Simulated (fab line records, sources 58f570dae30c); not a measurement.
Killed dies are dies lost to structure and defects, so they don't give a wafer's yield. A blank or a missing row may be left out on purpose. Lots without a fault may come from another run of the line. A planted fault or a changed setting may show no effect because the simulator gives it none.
fab line records | flow berkeley_cmos170
record lots=5 wafers=15 last_day=9
route steps=331 shown FIELD@92 SACOX@97 SCREENOX@100 NVT@104 PVT@115 GATE@125
lots that met no fault: from a run of the same line without faults
start_h: hours from the record's first day to the start of the lot's first wafer shown | wait_h: hours since the lot's step before | " the same as in the row above | L1.1+2: a row that stands for several wafers | - no value, or no start given | * or withheld: withheld | < > ~ a bound
route shown NAME@n: a module of which the file shows steps, and the number in the route of the first | usual: mean/standard deviation of fault-free wafers | same: alike in all rows | chamber/n: place in a boat | sites: the reading at each site | _std_site: their standard deviation | _edge_site: outer sites' mean less inner sites' | radius_mm: how far each site lies from the wafer's centre | mask NAME#n: copy n | behind: the tool/chamber that last shaped the wafer | hold: why the lot was held/for how many hours/how that ended | device: the transistor (n, p or np) that didn't switch | end of line: the same wafers' tests at the end of the route | a step without rows: its recipe alone | killed: dies lost to structure and defects at the first sort, not the wafer's yield | map: a wafer's dies, x killed, . not, _ none there
set.NAME: the setting as run; set.NAME@STEP: as run at that earlier step | model.NAME: the simulator's own value behind a step, which no gauge read
lots at some steps of the route; a table a step, a row a wafer
services: from which hour (start_h, from the record's first day; less than 0 if before it) a tool's chamber was out of use, for how many hours, and why
## steps
# step UCB170_FIELD_ANNEAL_03
# recipe temp_c=1000 time_s=1200 ambient=N2
# usual tube_center_temp_C=999.99/0.093
# columns lot.wafer tool chamber start_h wait_h tube_center_temp_C
L074.1 furnace-02 0 89.23 2.6 1000
L074.2 " 0 " " 1000
L074.5 " 0 " " 999.95
L075.1 furnace-03 0 96.72 2.6 1000.2
L075.3 " 0 " " 999.82
L075.5 " 0 " " 999.95
L076.2 furnace-03 0 103.65 1.5 999.82
L076.4 " 0 " " 1000.1
L076.6 " 0 " " 1000.1
L077.3 furnace-03 0 103.65 1.4 999.94
L077.4 " 0 " " 1000
L077.5 " 0 " " 1000
L083.1 furnace-01 0 135.14 3.0 999.97
L083.5 " 0 " " 999.93
L083.6 " 0 " " 1000.3
# step UCB170_FIELD_WET_ETCH_04
# recipe chemistry=dHF dilution=10:1 target=SiO2 temp_c=25 time_s=60
# usual temp_c=25.01/0.1
# columns lot.wafer tool chamber start_h wait_h temp_c
L074.1 wet_bench-02 1 90.58 0.0 25.05
L074.2 " 1 " " 24.88
L074.5 " 1 " " 24.91
L075.1 wet_bench-02 0 98.11 0.1 25.18
L075.3 " 0 " " 25.05
L075.5 " 0 " " 25.17
L076.2 wet_bench-02 1 104.98 0.0 24.77
L076.4 " 1 " " 25.04
L076.6 " 1 " " 24.98
L077.3 wet_bench-02 1 104.98 0.0 25.07
L077.4 " 1 " " 24.93
L077.5 " 1 " " 24.90
L083.1 wet_bench-04 2 136.47 0.0 25.06
L083.5 " 2 " " 25.16
L083.6 " 2 " " 25.10
# step UCB170_FIELD_WET_ETCH_05
# recipe chemistry=H3PO4 target=Si3N4 temp_c=160 time_s=12600
# usual temp_c=160.05/0.13
# columns lot.wafer tool chamber start_h wait_h temp_c
L074.1 wet_bench-02 2 90.61 0.0 160.11
L074.2 " 2 " " 160.16
L074.5 " 2 " " 160.14
L075.1 wet_bench-02 2 98.13 0.0 159.87
L075.3 " 2 " " 159.84
L075.5 " 2 " " 160.24
L076.2 wet_bench-02 0 105.01 0.0 160.17
L076.4 " 0 " " 160.36
L076.6 " 0 " " 160.10
L077.3 wet_bench-02 3 105.01 0.0 160.11
L077.4 " 3 " " 159.90
L077.5 " 3 " " 160.28
L083.1 wet_bench-02 2 136.50 0.0 160.02
L083.5 " 2 " " 160.08
L083.6 " 2 " " 160.12
# step UCB170_FIELD_WET_ETCH_06
# recipe chemistry=BOE dilution=5:1 target=SiO2 temp_c=25 time_s=22
# usual temp_c=24.97/0.12
# columns lot.wafer tool chamber start_h wait_h temp_c
L074.1 wet_bench-01 2 94.43 0.0 24.84
L074.2 " 2 " " 25.03
L074.5 " 2 " " 24.93
L075.1 wet_bench-02 2 101.82 0.2 24.89
L075.3 " 2 " " 24.83
L075.5 " 2 " " 24.79
L076.2 wet_bench-02 2 108.69 0.2 25.02
L076.4 " 2 " " 24.82
L076.6 " 2 " " 25.11
L077.3 wet_bench-02 0 108.69 0.2 25.18
L077.4 " 0 " " 25.09
L077.5 " 0 " " 25.05
L083.1 wet_bench-02 0 141.05 0.7 24.93
L083.5 " 0 " " 24.84
L083.6 " 0 " " 24.86
# step UCB170_FIELD_THK_MEAS_90
# recipe reads=SiO2_of_FIELD_OXIDATION_01
# usual FIELD_OXIDE_LEFT_1_THK=445/10
# columns lot.wafer tool chamber start_h wait_h FIELD_OXIDE_LEFT_1_THK[nm]
L074.1 film_metro-04 - 94.45 0.0 446
L074.2 " - " " 432
L074.5 " - " " 446
L075.1 film_metro-01 - 101.83 0.0 447
L075.3 " - " " 453
L075.5 " - " " 441
L076.2 film_metro-01 - 108.72 0.0 465
L076.4 " - " " 449
L076.6 " - " " 444
L077.3 film_metro-04 - 108.73 0.0 459
L077.4 " - " " 445
L077.5 " - " " 448
L083.1 film_metro-04 - 141.07 0.0 451
L083.5 " - " " 452
L083.6 " - " " 440
# step UCB170_SACOX_CLEAN_00
# recipe chemistry=dHF dilution=25:1 time_s=7.5
# columns lot.wafer tool chamber start_h wait_h
L074.1+2+5 wet_bench-03 2 94.51 0.1
L075.1+3+5 wet_bench-02 2 101.89 0.1
L076.2+4+6 wet_bench-02 0 108.88 0.2
L077.3+4+5 wet_bench-02 3 108.88 0.1
L083.1+5+6 wet_bench-01 0 141.74 0.7
# step UCB170_SACOX_OXIDATION_01
# recipe temp_c=900 ambient=O2 target_thk_a=144 ox_time_s=2400
# usual tube_center_temp_C=899.99/0.072
# columns lot.wafer tool chamber start_h wait_h tube_center_temp_C
L074.1 furnace-01 0 94.59 0.1 900.04
L074.2 " 0 " " 900.01
L074.5 " 0 " " 899.98
L075.1 furnace-03 0 104.98 3.1 900.06
L075.3 " 0 " " 900.02
L075.5 " 0 " " 899.92
L076.2 furnace-01 0 111.71 2.8 899.95
L076.4 " 0 " " 899.93
L076.6 " 0 " " 900.07
L077.3 furnace-01 0 111.71 2.8 899.89
L077.4 " 0 " " 899.91
L077.5 " 0 " " 900.08
L083.1 furnace-01 0 141.75 0.0 900.09
L083.5 " 0 " " 899.91
L083.6 " 0 " " 899.87
# step UCB170_SACOX_THK_MEAS_02
# recipe reads=SiO2_of_SACOX_OXIDATION_01
# usual SACOX_OXIDE_THK=14.32/0.3
# columns lot.wafer tool chamber start_h wait_h SACOX_OXIDE_THK[nm]
L074.1 film_metro-01 - 96.32 0.1 14.41
L074.2 " - " " 14.55
L074.5 " - " " 14.47
L075.1 film_metro-04 - 106.65 0.0 14.89
L075.3 " - " " 14.77
L075.5 " - " " 14.75
L076.2 film_metro-04 - 113.38 0.0 14.33
L076.4 " - " " 14.25
L076.6 " - " " 14.20
L077.3 film_metro-02 - 113.39 0.0 14.34
L077.4 " - " " 14.44
L077.5 " - " " 14.49
L083.1 film_metro-01 - 143.42 0.0 14.07
L083.5 " - " " 14.08
L083.6 " - " " 13.88
# step UCB170_SCREENOX_WET_ETCH_00
# recipe chemistry=dHF dilution=25:1 target=SiO2 temp_c=25 time_s=200
# usual temp_c=24.98/0.1
# columns lot.wafer tool chamber start_h wait_h temp_c
L074.1 wet_bench-02 0 96.38 0.1 24.95
L074.2 " 0 " " 24.94
L074.5 " 0 " " 24.95
L075.1 wet_bench-03 3 106.80 0.1 24.98
L075.3 " 3 " " 25.01
L075.5 " 3 " " 24.93
L076.2 wet_bench-02 1 113.43 0.0 25.10
L076.4 " 1 " " 25.16
L076.6 " 1 " " 25.25
L077.3 wet_bench-02 1 113.43 0.0 25.11
L077.4 " 1 " " 25.07
L077.5 " 1 " " 24.92
L083.1 wet_bench-04 1 143.53 0.1 25.08
L083.5 " 1 " " 24.98
L083.6 " 1 " " 24.99
# step UCB170_SCREENOX_OXIDATION_01
# recipe temp_c=900 ambient=O2 target_thk_a=144 ox_time_s=2400
# usual tube_center_temp_C=899.99/0.085
# columns lot.wafer tool chamber start_h wait_h tube_center_temp_C
L074.1 furnace-02 0 97.51 1.1 899.92
L074.2 " 0 " " 899.95
L074.5 " 0 " " 899.74
L075.1 furnace-01 0 108.79 1.9 899.94
L075.3 " 0 " " 899.85
L075.5 " 0 " " 899.91
L076.2 furnace-02 0 116.20 2.7 900.06
L076.4 " 0 " " 899.91
L076.6 " 0 " " 900.05
L077.3 furnace-02 0 116.20 2.7 900.07
L077.4 " 0 " " 900.05
L077.5 " 0 " " 900
L083.1 furnace-01 0 144.75 1.2 900.14
L083.5 " 0 " " 900.02
L083.6 " 0 " " 899.95
# step UCB170_SCREENOX_THK_MEAS_02
# recipe reads=SiO2_of_SCREENOX_OXIDATION_01
# usual SCREENOX_OXIDE_THK=14.29/0.25
# columns lot.wafer tool chamber start_h wait_h SCREENOX_OXIDE_THK[nm]
L074.1 film_metro-02 - 99.24 0.1 14.22
L074.2 " - " " 14.34
L074.5 " - " " 14.72
L075.1 film_metro-02 - 110.46 0.0 14.38
L075.3 " - " " 14.36
L075.5 " - " " 14.44
L076.2 film_metro-01 - 117.87 0.0 14.68
L076.4 " - " " 14.18
L076.6 " - " " 14.46
L077.3 film_metro-02 - 117.88 0.0 14.20
L077.4 " - " " 14.42
L077.5 " - " " 14.59
L083.1 film_metro-02 - 146.42 0.0 13.84
L083.5 " - " " 14.11
L083.6 " - " " 13.98
# step UCB170_SCREENOX_ANNEAL_03
# recipe temp_c=900 time_s=900 ambient=N2
# usual tube_center_temp_C=900/0.078
# columns lot.wafer tool chamber start_h wait_h tube_center_temp_C
L074.1 furnace-04 0 99.52 0.3 900.01
L074.2 " 0 " " 899.95
L074.5 " 0 " " 900.03
L075.1 furnace-01 0 114.62 4.2 900.01
L075.3 " 0 " " 900
L075.5 " 0 " " 900.08
L076.2 furnace-01 0 120.04 2.2 899.99
L076.4 " 0 " " 900.01
L076.6 " 0 " " 900.08
L077.3 furnace-01 0 120.04 2.1 899.99
L077.4 " 0 " " 899.88
L077.5 " 0 " " 899.93
L083.1 furnace-01 0 149.00 2.6 899.91
L083.5 " 0 " " 899.97
L083.6 " 0 " " 900.08
# step UCB170_NVT_HMDS_00
# recipe prime_time_s=60 prime_temp_c=100
# usual resist_line_temp_C=23.03/0.098
# columns lot.wafer tool chamber start_h wait_h resist_line_temp_C
L074.1 litho_track-02 0 101.51 0.7 22.96
L074.2 " 0 " " 22.97
L074.5 " 0 " " 22.98
L075.1 litho_track-04 0 116.15 0.3 23.04
L075.3 " 0 " " 23.04
L075.5 " 0 " " 23.06
L077.3 litho_track-02 0 121.65 0.4 23.05
L077.4 " 0 " " 23.25
L077.5 " 0 " " 23.03
L076.2 litho_track-04 0 121.65 0.4 23.08
L076.4 " 0 " " 23.12
L076.6 " 0 " " 23.07
L083.1 litho_track-04 0 150.62 0.4 22.78
L083.5 " 0 " " 23.03
L083.6 " 0 " " 23.03
# step UCB170_NVT_COAT_01
# recipe resist=KrF spin_rpm=1500 resist_thk_nm=900
# usual resist_line_temp_C=23.00/0.098
# columns lot.wafer tool chamber start_h wait_h resist_line_temp_C
L074.1 litho_track-02 0 101.66 0.1 23.03
L074.2 " 0 " " 23.08
L074.5 " 0 " " 22.99
L075.1 litho_track-04 0 116.30 0.1 23.16
L075.3 " 0 " " 23.03
L075.5 " 0 " " 22.89
L077.3 litho_track-02 0 121.80 0.1 23.03
L077.4 " 0 " " 23.05
L077.5 " 0 " " 22.99
L076.2 litho_track-04 0 121.80 0.1 22.80
L076.4 " 0 " " 22.94
L076.6 " 0 " " 22.91
L083.1 litho_track-04 0 150.77 0.1 22.93
L083.5 " 0 " " 22.79
L083.6 " 0 " " 22.99
# step UCB170_NVT_SOFTBAKE_02
# recipe resist=KrF temp_c=130 time_s=60
# usual resist_line_temp_C=22.99/0.098
# columns lot.wafer tool chamber start_h wait_h resist_line_temp_C
L074.1 litho_track-02 0 101.81 0.1 22.78
L074.2 " 0 " " 22.97
L074.5 " 0 " " 22.84
L075.1 litho_track-04 0 116.45 0.1 22.79
L075.3 " 0 " " 22.92
L075.5 " 0 " " 22.96
L077.3 litho_track-02 0 121.95 0.1 23.11
L077.4 " 0 " " 23.02
L077.5 " 0 " " 23.03
L076.2 litho_track-04 0 121.95 0.1 23.01
L076.4 " 0 " " 23.10
L076.6 " 0 " " 23.05
L083.1 litho_track-04 0 150.92 0.1 22.92
L083.5 " 0 " " 22.90
L083.6 " 0 " " 23.03
# step UCB170_NVT_EXPOSE_03
# recipe mask_id=PWELL target_cd_nm=3000 na=0.5 sigma_outer=0.6 source_shape=conventional dose_mj=30
# columns lot.wafer tool chamber start_h wait_h mask
L074.1+2+5 krf_scanner-02 0 102.44 0.6 PWELL#0
L075.1+3+5 krf_scanner-01 0 116.60 0.1 PWELL#0
L077.3+4+5 krf_scanner-01 0 122.09 0.1 PWELL#0
L076.2+4+6 krf_scanner-02 0 122.31 0.3 PWELL#0
L083.1+5+6 krf_scanner-01 0 151.19 0.2 PWELL#0
# step UCB170_NVT_PEB_04
# recipe peb_temp_c=130 peb_time_s=withheld resist=KrF
# usual resist_line_temp_C=23.03/0.12
# columns lot.wafer tool chamber start_h wait_h resist_line_temp_C
L074.1 litho_track-04 0 103.14 0.7 22.85
L074.2 " 0 " " 23.01
L074.5 " 0 " " 23.01
L075.1 litho_track-02 0 116.72 0.1 22.99
L075.3 " 0 " " 23.07
L075.5 " 0 " " 23.03
L077.3 litho_track-02 0 122.82 0.7 23.09
L077.4 " 0 " " 23.05
L077.5 " 0 " " 23.20
L076.2 litho_track-03 0 123.18 0.9 23.18
L076.4 " 0 " " 23.07
L076.6 " 0 " " 23.17
L083.1 litho_track-03 0 151.54 0.3 23.16
L083.5 " 0 " " 23.03
L083.6 " 0 " " 23.18
# step UCB170_NVT_DEVELOP_05
# recipe developer=TMAH develop_time_s=45 resist=KrF dev_temp_c=21
# usual resist_line_temp_C=22.98/0.093
# columns lot.wafer tool chamber start_h wait_h resist_line_temp_C
L074.1 litho_track-04 0 - - 22.87
L074.2 " 0 " " 22.93
L074.5 " 0 " " 22.97
L075.1 litho_track-02 0 - - 23.10
L075.3 " 0 " " 23.12
L075.5 " 0 " " 23.04
L077.3 litho_track-02 0 - - 23.00
L077.4 " 0 " " 23.02
L077.5 " 0 " " 23.00
L076.2 litho_track-03 0 - - 22.98
L076.4 " 0 " " 22.95
L076.6 " 0 " " 23.15
L083.1 litho_track-03 0 - - 23.09
L083.5 " 0 " " 23.05
L083.6 " 0 " " 23.12
# step UCB170_NVT_OVL_MEAS_06
# usual NVT_OVL=-1/5.9
# columns lot.wafer tool chamber start_h wait_h NVT_OVL[nm]
L074.1 overlay-01 - 103.41 - -10
L074.2 " - " " -11
L074.5 " - " " -11
L075.1 overlay-02 - 116.99 - 2
L075.3 " - " " -2
L075.5 " - " " 3
L077.3 overlay-01 - 123.06 - 1
L077.4 " - " " 5
L077.5 " - " " 1
L076.2 overlay-02 - 123.44 - 5
L076.4 " - " " 3
L076.6 " - " " 4
L083.1 overlay-02 - 151.83 - 5
L083.5 " - " " -2
L083.6 " - " " -1
# step UCB170_NVT_IMPLANT_07
# recipe species=BF2 dose_cm2=3e+12 energy_kev=50 tilt_deg=7
# columns lot.wafer tool chamber start_h wait_h
L074.1+2+5 implanter-02 0 103.45 0.0
L075.1+3+5 implanter-04 0 117.03 0.0
L077.3+4+5 implanter-04 0 123.13 0.1
L076.2+4+6 implanter-02 0 123.49 0.0
L083.1+5+6 implanter-03 0 151.86 0.0
# step UCB170_NVT_STRIP_08
# recipe chemistry=O2 power_w=400 pressure_mtorr=3500 platen_temp_c=withheld o2_flow_sccm=400 overash_fraction=0.5
# usual drypump_motor_current_A=5.79/0.27 oes_product_au=0.735/0.0043 strip_time_to_endpoint_s=21.63/0.058
# columns lot.wafer tool chamber start_h wait_h drypump_motor_current_A oes_product_au rf_hours_counter_h strip_time_to_endpoint_s
L074.1 plasma_asher-04 1 103.60 0.1 6.03 0.735 37 21.62
L074.2 " 0 " " 5.94 0.734 37 21.58
L074.5 " 1 " " 6.09 0.731 - 21.60
L075.1 plasma_asher-04 1 117.18 0.1 6.03 0.727 40 21.66
L075.3 " 0 " " 5.88 0.736 - 21.69
L075.5 " 0 " " 5.89 0.733 - 21.69
L077.3 plasma_asher-03 1 123.27 0.1 5.55 0.737 - 21.61
L077.4 " 0 " " 5.81 0.736 - 21.60
L077.5 " 0 " " 5.82 0.729 - 21.55
L076.2 plasma_asher-04 1 123.62 0.1 6.08 0.737 41 21.68
L076.4 " 0 " " 5.84 0.746 - 21.66
L076.6 " 0 " " 5.90 0.732 - 21.66
L083.1 plasma_asher-03 0 152.01 0.1 5.81 0.726 38 21.60
L083.5 " 0 " " 5.81 0.744 - 21.60
L083.6 " 1 " " 5.57 0.730 - 21.71
# step UCB170_NVT_TW_MEAS_09
# usual NVT_TW=526/5.8
# columns lot.wafer tool chamber start_h wait_h NVT_TW
L074.1 film_metro-03 - 103.70 0.1 527
L074.2 " - " " 528
L074.5 " - " " 528
L075.1 film_metro-03 - 117.28 0.1 528
L075.3 " - " " 524
L075.5 " - " " 528
L077.3 film_metro-04 - 123.35 0.1 522
L077.4 " - " " 522
L077.5 " - " " 521
L076.2 film_metro-02 - 123.73 0.1 534
L076.4 " - " " 533
L076.6 " - " " 534
L083.1 film_metro-04 - 152.11 0.1 520
L083.5 " - " " 521
L083.6 " - " " 522
# step UCB170_NVT_CLEAN_10
# recipe chemistry=SPM temp_c=120 time_s=600
# usual temp_c=120.02/0.14
# columns lot.wafer tool chamber start_h wait_h temp_c
L074.1 wet_bench-01 3 103.87 0.2 120.10
L074.2 " 3 " " 120.13
L074.5 " 3 " " 120.22
L075.1 wet_bench-03 1 120.05 2.8 119.85
L075.3 " 1 " " 119.78
L075.5 " 1 " " 119.90
L076.2 wet_bench-03 3 124.42 0.7 119.77
L076.4 " 3 " " 119.87
L076.6 " 3 " " 119.87
L077.3 wet_bench-03 1 124.42 1.1 119.93
L077.4 " 1 " " 120.07
L077.5 " 1 " " 119.96
L083.1 wet_bench-04 2 152.17 0.1 120.09
L083.5 " 2 " " 120.12
L083.6 " 2 " " 120.18
# step UCB170_PVT_HMDS_00
# recipe prime_time_s=60 prime_temp_c=100
# usual resist_line_temp_C=22.99/0.097
# columns lot.wafer tool chamber start_h wait_h resist_line_temp_C
L074.1 litho_track-01 0 104.82 0.8 23.09
L074.2 " 0 " " 23.17
L074.5 " 0 " " 23.00
L075.1 litho_track-03 0 120.35 0.1 22.99
L075.3 " 0 " " 22.97
L075.5 " 0 " " 22.93
L077.3 litho_track-01 0 124.87 0.3 22.93
L077.4 " 0 " " 22.96
L077.5 " 0 " " 22.86
L076.2 litho_track-03 0 124.90 0.3 23.11
L076.4 " 0 " " 23.01
L076.6 " 0 " " 23.05
L083.1 litho_track-03 0 152.40 0.0 22.89
L083.5 " 0 " " 22.93
L083.6 " 0 " " 23.08
# step UCB170_PVT_COAT_01
# recipe resist=KrF spin_rpm=1500 resist_thk_nm=900
# usual resist_line_temp_C=23.01/0.1
# columns lot.wafer tool chamber start_h wait_h resist_line_temp_C
L074.1 litho_track-01 0 104.97 0.1 22.94
L074.2 " 0 " " 22.96
L074.5 " 0 " " 22.93
L075.1 litho_track-03 0 120.50 0.1 23.04
L075.3 " 0 " " 22.87
L075.5 " 0 " " 22.96
L077.3 litho_track-01 0 125.02 0.1 22.88
L077.4 " 0 " " 23.10
L077.5 " 0 " " 23.04
L076.2 litho_track-03 0 125.05 0.1 23.04
L076.4 " 0 " " 22.94
L076.6 " 0 " " 22.99
L083.1 litho_track-03 0 152.55 0.1 23.01
L083.5 " 0 " " 23.00
L083.6 " 0 " " 23.09
# step UCB170_PVT_SOFTBAKE_02
# recipe resist=KrF temp_c=130 time_s=60
# usual resist_line_temp_C=22.98/0.12
# columns lot.wafer tool chamber start_h wait_h resist_line_temp_C
L074.1 litho_track-01 0 105.12 0.1 22.78
L074.2 " 0 " " 22.90
L074.5 " 0 " " 22.90
L075.1 litho_track-03 0 120.65 0.1 23.02
L075.3 " 0 " " 22.98
L075.5 " 0 " " 22.95
L077.3 litho_track-01 0 125.17 0.1 23.25
L077.4 " 0 " " 23.08
L077.5 " 0 " " 23.14
L076.2 litho_track-03 0 125.20 0.1 22.92
L076.4 " 0 " " 22.97
L076.6 " 0 " " 23.13
L083.1 litho_track-03 0 152.70 0.1 23.06
L083.5 " 0 " " 22.95
L083.6 " 0 " " 22.87
# step UCB170_PVT_EXPOSE_03
# recipe mask_id=NWELL target_cd_nm=3000 na=0.5 sigma_outer=0.6 source_shape=conventional dose_mj=30
# columns lot.wafer tool chamber start_h wait_h mask
L074.1+2+5 krf_scanner-02 0 105.47 0.3 NWELL#0
L075.1+3+5 krf_scanner-01 0 120.80 0.1 NWELL#0
L077.3+4+5 krf_scanner-02 0 125.31 0.1 NWELL#0
L076.2+4+6 krf_scanner-01 0 125.53 0.3 NWELL#0
L083.1+5+6 krf_scanner-01 0 152.97 0.2 NWELL#0
# step UCB170_PVT_PEB_04
# recipe peb_temp_c=130 peb_time_s=withheld resist=KrF
# usual resist_line_temp_C=22.98/0.1
# columns lot.wafer tool chamber start_h wait_h resist_line_temp_C
L074.1 litho_track-01 0 106.00 0.5 23.04
L074.2 " 0 " " 23.00
L074.5 " 0 " " 23.15
L075.1 litho_track-01 0 121.20 0.4 22.93
L075.3 " 0 " " 23.02
L075.5 " 0 " " 22.90
L077.3 litho_track-03 0 125.44 0.1 23.00
L077.4 " 0 " " 23.05
L077.5 " 0 " " 23.03
L076.2 litho_track-04 0 125.73 0.2 22.98
L076.4 " 0 " " 22.99
L076.6 " 0 " " 23.15
L083.1 litho_track-04 0 153.09 0.1 23.00
L083.5 " 0 " " 23.04
L083.6 " 0 " " 22.93
# step UCB170_PVT_DEVELOP_05
# recipe developer=TMAH develop_time_s=43.98 resist=KrF dev_temp_c=21
# usual resist_line_temp_C=22.98/0.096
# columns lot.wafer tool chamber start_h wait_h resist_line_temp_C
L074.1 litho_track-01 0 - - 23.13
L074.2 " 0 " " 23.00
L074.5 " 0 " " 23.02
L075.1 litho_track-01 0 - - 23.09
L075.3 " 0 " " 23.07
L075.5 " 0 " " 23.07
L077.3 litho_track-03 0 - - 23.15
L077.4 " 0 " " 23.02
L077.5 " 0 " " 23.06
L076.2 litho_track-04 0 - - 22.91
L076.4 " 0 " " 23.02
L076.6 " 0 " " 22.96
L083.1 litho_track-04 0 - - 22.99
L083.5 " 0 " " 22.99
L083.6 " 0 " " 22.94
# step UCB170_PVT_OVL_MEAS_06
# usual PVT_OVL=1/5.2
# columns lot.wafer tool chamber start_h wait_h PVT_OVL[nm]
L074.1 overlay-01 - 106.27 - 1
L074.2 " - " " 8
L074.5 " - " " -5
L075.1 overlay-01 - 121.47 - -4
L075.3 " - " " -7
L075.5 " - " " -3
L077.3 overlay-02 - 125.67 - 7
L077.4 " - " " 2
L077.5 " - " " 4
L076.2 overlay-01 - 125.99 - -5
L076.4 " - " " -5
L076.6 " - " " -9
L083.1 overlay-02 - 153.37 - 1
L083.5 " - " " 5
L083.6 " - " " 10
# step UCB170_PVT_IMPLANT_07
# recipe species=P dose_cm2=2e+12 energy_kev=30 tilt_deg=7
# columns lot.wafer tool chamber start_h wait_h
L074.1+2+5 implanter-03 0 106.31 0.0
L075.1+3+5 implanter-03 0 121.51 0.0
L077.3+4+5 implanter-03 0 125.75 0.1
L076.2+4+6 implanter-01 0 126.04 0.0
L083.1+5+6 implanter-03 0 153.40 0.0
# step UCB170_PVT_STRIP_08
# recipe chemistry=O2 power_w=400 pressure_mtorr=3500 platen_temp_c=withheld o2_flow_sccm=400 overash_fraction=0.5
# usual drypump_motor_current_A=5.83/0.17 oes_product_au=0.734/0.0044 strip_time_to_endpoint_s=21.63/0.06
# columns lot.wafer tool chamber start_h wait_h drypump_motor_current_A oes_product_au rf_hours_counter_h strip_time_to_endpoint_s
L074.1 plasma_asher-03 0 106.46 0.1 5.82 0.733 32 21.60
L074.2 " 1 " " 5.58 0.740 32 21.58
L074.5 " 0 " " 5.82 0.736 - 21.55
L075.1 plasma_asher-03 1 121.66 0.1 5.58 0.733 33 21.56
L075.3 " 0 " " 5.81 0.733 - 21.53
L075.5 " 1 " " 5.58 0.728 - 21.54
L077.3 plasma_asher-04 0 125.88 0.1 5.94 0.726 - 21.62
L077.4 " 1 " " 6.03 0.725 - 21.58
L077.5 " 1 " " 6.04 0.738 - 21.58
L076.2 plasma_asher-03 0 126.17 0.1 5.84 0.734 34 21.64
L076.4 " 1 " " 5.53 0.725 - 21.59
L076.6 " 0 " " 5.84 0.729 - 21.62
L083.1 plasma_asher-04 0 153.55 0.1 5.90 0.738 45 21.56
L083.5 " 0 " " 5.90 0.734 - 21.64
L083.6 " 1 " " 6.06 0.734 - 21.59
# step UCB170_PVT_TW_MEAS_09
# usual PVT_TW=505/3.2
# columns lot.wafer tool chamber start_h wait_h PVT_TW
L074.1 film_metro-03 - 106.56 0.1 511
L074.2 " - " " 509
L074.5 " - " " 512
L075.1 film_metro-04 - 121.76 0.1 507
L075.3 " - " " 507
L075.5 " - " " 509
L077.3 film_metro-01 - 125.97 0.1 498
L077.4 " - " " 497
L077.5 " - " " 499
L076.2 film_metro-04 - 126.28 0.1 507
L076.4 " - " " 505
L076.6 " - " " 505
L083.1 film_metro-01 - 153.65 0.1 498
L083.5 " - " " 501
L083.6 " - " " 503
# step UCB170_GATE_WET_ETCH_00
# recipe chemistry=dHF dilution=25:1 target=SiO2 temp_c=25 time_s=200
# usual temp_c=24.99/0.1
# columns lot.wafer tool chamber start_h wait_h temp_c
L074.1 wet_bench-04 0 107.01 0.4 25.05
L074.2 " 0 " " 25.00
L074.5 " 0 " " 24.99
L075.1 wet_bench-02 1 121.82 0.1 24.92
L075.3 " 1 " " 24.91
L075.5 " 1 " " 24.88
L077.3 wet_bench-04 1 126.01 0.0 24.85
L077.4 " 1 " " 24.88
L077.5 " 1 " " 25.00
L076.2 wet_bench-02 2 126.33 0.0 25.02
L076.4 " 2 " " 25.02
L076.6 " 2 " " 25.09
L083.1 wet_bench-02 1 155.47 1.8 25.19
L083.5 " 1 " " 25.29
L083.6 " 1 " " 25.11
# step UCB170_FIELD_THK_MEAS_91
# recipe reads=SiO2_of_FIELD_OXIDATION_01
# usual FIELD_OXIDE_LEFT_2_THK=357/10
# columns lot.wafer tool chamber start_h wait_h FIELD_OXIDE_LEFT_2_THK[nm]
L074.1 film_metro-04 - 107.13 0.1 358
L074.2 " - " " 344
L074.5 " - " " 358
L075.1 film_metro-01 - 121.88 0.0 359
L075.3 " - " " 365
L075.5 " - " " 352
L077.3 film_metro-03 - 126.09 0.0 371
L077.4 " - " " 358
L077.5 " - " " 360
L076.2 film_metro-01 - 126.40 0.0 377
L076.4 " - " " 361
L076.6 " - " " 356
L083.1 film_metro-04 - 155.53 0.0 362
L083.5 " - " " 363
L083.6 " - " " 351
# step UCB170_GATE_OXIDATION_01
# recipe temp_c=850 ambient=O2 target_thk_a=66 ox_time_s=1800
# usual tube_center_temp_C=850/0.081
# columns lot.wafer tool chamber start_h wait_h tube_center_temp_C
L074.1 furnace-03 0 109.33 2.2 849.86
L074.2 " 0 " " 850.02
L074.5 " 0 " " 849.98
L075.1 furnace-04 0 123.81 1.9 850.04
L075.3 " 0 " " 849.92
L075.5 " 0 " " 850.01
L076.2 furnace-04 0 128.06 1.7 849.94
L076.4 " 0 " " 850.13
L076.6 " 0 " " 850.08
L077.3 furnace-04 0 128.06 2.0 850.12
L077.4 " 0 " " 849.91
L077.5 " 0 " " 849.97
L083.1 furnace-04 0 157.11 1.6 850.12
L083.5 " 0 " " 850.02
L083.6 " 0 " " 849.93
# step UCB170_GATE_THK_MEAS_02
# recipe reads=SiO2_of_GATE_OXIDATION_01
# usual GATE_OXIDE_THK=6.56/0.12
# columns lot.wafer tool chamber start_h wait_h GATE_OXIDE_THK[nm]
L074.1 film_metro-01 - 110.97 0.1 6.66
L074.2 " - " " 6.57
L074.5 " - " " 6.54
L075.1 film_metro-04 - 125.33 0.0 6.58
L075.3 " - " " 6.44
L075.5 " - " " 6.55
L076.2 film_metro-01 - 129.57 0.0 6.51
L076.4 " - " " 6.35
L076.6 " - " " 6.52
L077.3 film_metro-04 - 129.58 0.0 6.60
L077.4 " - " " 6.55
L077.5 " - " " 6.61
L083.1 film_metro-04 - 158.61 0.0 6.52
L083.5 " - " " 6.68
L083.6 " - " " 6.49
# step UCB170_GATE_ANNEAL_03
# recipe temp_c=900 time_s=1800 ambient=N2
# usual tube_center_temp_C=899.99/0.082
# columns lot.wafer tool chamber start_h wait_h tube_center_temp_C
L074.1 furnace-02 0 114.70 3.7 900.15
L074.2 " 0 " " 900.09
L074.5 " 0 " " 899.86
L075.1 furnace-02 0 127.65 2.3 900.01
L075.3 " 0 " " 900.07
L075.5 " 0 " " 900.02
L076.2 furnace-03 0 131.22 1.6 900.05
L076.4 " 0 " " 899.92
L076.6 " 0 " " 899.91
L077.3 furnace-03 0 131.22 1.6 899.87
L077.4 " 0 " " 899.98
L077.5 " 0 " " 899.8
L083.1 furnace-02 0 160.01 1.4 900.05
L083.5 " 0 " " 899.97
L083.6 " 0 " " 899.92
## services
# columns tool chamber start_h hours kind
krf_scanner-01 - 70.31 4.9 repair
implanter-03 - 80.73 2.6 pm
wet_bench-02 - 82.14 1.8 repair
implanter-04 - 91.63 6.3 repair
furnace-03 - 94.10 2.6 pm
furnace-04 - 103.60 3.4 pm
plasma_asher-03 - 110.45 9.6 repair
krf_scanner-01 - 127.30 1.0 pm
krf_scanner-02 - 135.24 0.6 repair
implanter-03 - 141.61 3.2 pm
implanter-04 - 142.94 0.7 repair
krf_scanner-02 - 149.17 1.0 pm
## key
fault none
